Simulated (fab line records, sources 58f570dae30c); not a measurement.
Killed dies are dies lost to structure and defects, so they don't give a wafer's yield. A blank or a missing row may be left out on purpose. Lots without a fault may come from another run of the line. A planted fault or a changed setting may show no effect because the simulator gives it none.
Problem report in the 8D (eight disciplines) form, filled by code | flow berkeley_cmos170 | the parts of the form that need people (team, actions taken, sign-off) are left out

1. THE PROBLEM
oes_product_au at UCB170_M3_ETCH_17 reads a mean of 0.805 a.u. on 6 wafers of 2 lots; wafers without a fault read 0.991 a.u. with a standard deviation of 0.024. That is -7.8 standard deviations from the usual mean.
The step: etches BARC in N2/H2.
First seen on wafer L904.1, day 12 01:32, on rie_diel-01. The record holds 42 wafers of 14 lots with a number at this step. Rule for "out", or "out of limits": more than 4 standard deviations from the usual mean. The other wafers with a number count as sound.

2. WHAT IT IS AND WHAT IT IS NOT
question                    | is                     | is not
which readings at this step | oes_product_au         | drypump_motor_current_A, throttle_valve_pct
which lots                  | L904, L907             | L885, L886, L887, L888, L889, L892, L893, L894, L895, L896, L903, L906
which wafers of those lots  | all that have a number | -
read on which tools         | rie_diel-01            | rie_diel-02, rie_diel-04
when                        | from day 12 01:32      | up to then (33 sound wafers); but 3 sound wafers of L906 came after

3. SUSPECTS, AND WHAT RULES EACH OUT
Counting: a tool at a process step up to the reading stays a suspect if it ran every lot that is out and no sound lot after the first of them.
- rie_diel-01 at UCB170_M3_ETCH_17 (etches BARC in N2/H2): kept. It ran every lot that is out, first L904 (day 12 01:32), and no sound lot after that; its last sound lot up to then is L896 (day 11 11:28). Its own readings are out on those wafers: oes_product_au.
Left after counting: rie_diel-01 at UCB170_M3_ETCH_17.

4. THE CAUSE (what the simulator had put in)
Process parameter drift: rie_diel-01, from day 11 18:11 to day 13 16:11, at UCB170_M3_ETCH_17. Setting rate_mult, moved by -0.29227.
Counting left only this tool.

5. THE CHAIN OF EFFECTS, in route order
Each row: a reading whose mean over the struck wafers that have a number lies more than 3 standard deviations from the usual. Only readings for which the record gives a usual standard deviation are gone through. hours: the time from each lot's start at the first step in this table that gives one to its start at this step, as a median over the lots. sigmas: the change in usual standard deviations.
hours | step              | reading        | usual      | on struck wafers | change | sigmas
0     | UCB170_M3_ETCH_17 | oes_product_au | 0.991 a.u. | 0.805            | -0.186 | -7.8
The process steps in it:
- UCB170_M3_ETCH_17: etches BARC in N2/H2.

6. WHAT WOULD HAVE CAUGHT IT SOONER
In this record the first reading out of limits was taken at day 12 01:32, 7 hours after the fault began at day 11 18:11.
